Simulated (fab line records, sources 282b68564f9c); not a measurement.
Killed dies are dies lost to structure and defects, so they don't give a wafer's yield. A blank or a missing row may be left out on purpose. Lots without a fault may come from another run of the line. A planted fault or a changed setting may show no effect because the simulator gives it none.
Which tool did it? | flow rit_cmos | 13 lots, 39 wafers sampled, at 2 steps of a route of 202

WHAT THE GAUGES READ, wafer by wafer
RIT_M1_CD_MEAS_09: target cd 2600 nm. Usual: cd_nm 2599.4 nm, standard deviation 2.2.
lot  | measured    | on        | cd_nm (nm)           | flag
L676 | day 3 09:31 | cd_sem-02 | 2603.2 2603.3 2604.8 |
L677 | day 3 18:23 | cd_sem-02 | 2601.2 2598.8 2600.0 |
L678 | day 3 22:31 | cd_sem-02 | 2596.9 2595.3 2600.5 |
L679 | day 4 04:02 | cd_sem-01 | 2599.0 2597.8 2598.9 |
L680 | day 4 06:28 | cd_sem-01 | 2600.7 2598.3 2600.2 |
L683 | day 5 04:50 | cd_sem-02 | 2598.0 2600.7 2600.1 |
L685 | day 5 09:59 | cd_sem-02 | 2600.7 2599.9 2601.5 |
L686 | day 5 14:45 | cd_sem-02 | 2595.9 2596.8 2597.2 |
L687 | day 5 20:49 | cd_sem-02 | 2597.5 2596.7 2597.9 |
L688 | day 5 23:44 | cd_sem-02 | 2597.3 2598.5 2594.9 |
L689 | day 6 04:36 | cd_sem-01 | 2253.4 2251.4 2251.2 | OFF
L696 | day 7 16:49 | cd_sem-02 | 2594.6 2597.5 2597.7 |
L699 | day 8 06:12 | cd_sem-02 | 2602.4 2601.6 2600.3 |

WHICH TOOL RAN EACH LOT (tool, then ch and the chambers of the sampled wafers, then the start)
lot  | RIT_M1_EXPOSE_06
L676 | iline_stepper-01 ch 0, day 3 09:05
L677 | iline_stepper-02 ch 0, day 3 17:57
L678 | iline_stepper-02 ch 0, day 3 22:05
L679 | iline_stepper-01 ch 0, day 4 03:37
L680 | iline_stepper-02 ch 0, day 4 06:02
L683 | iline_stepper-02 ch 0, day 5 04:14
L685 | iline_stepper-02 ch 0, day 5 09:34
L686 | iline_stepper-02 ch 0, day 5 14:19
L687 | iline_stepper-01 ch 0, day 5 20:23
L688 | iline_stepper-02 ch 0, day 5 23:18
L689 | iline_stepper-01 ch 0, day 6 04:10
L696 | iline_stepper-02 ch 0, day 7 16:23
L699 | iline_stepper-02 ch 0, day 8 05:46
- RIT_M1_EXPOSE_06: exposes mask M12, target cd 2600 nm.

WHAT THE TOOLS THEMSELVES READ (means of the sampled wafers that have a number; where no wafer has one, the mark that the record gives instead)
The record holds no such reading with a usual standard deviation.

THE ANSWER, worked out from the rows above alone
Rule: a lot is off if the mean of its wafers that have a number lies more than 3 standard deviations from the usual mean. A lot without any number at a reading at which 4 lots or more have one is off too. The other lots that the step has rows for count as sound. The gauges are gone through in route order, then the tools' own readings, and for those a lot's mean is taken as printed above. The first step at which some lot is off is used, and at that step the reading that is off furthest; a lot without a number counts as furthest.
Off: L689, at RIT_M1_CD_MEAS_09 (cd_nm).
A tool fits if, at a process step before that reading, it ran every lot that is off, and no sound lot after the first of them. The gauges at RIT_M1_CD_MEAS_09 are tried like those tools. Can't be told from this: 2 tools fit, iline_stepper-01 at RIT_M1_EXPOSE_06, cd_sem-01 at RIT_M1_CD_MEAS_09.

WHAT THE SIMULATOR HAD PUT IN
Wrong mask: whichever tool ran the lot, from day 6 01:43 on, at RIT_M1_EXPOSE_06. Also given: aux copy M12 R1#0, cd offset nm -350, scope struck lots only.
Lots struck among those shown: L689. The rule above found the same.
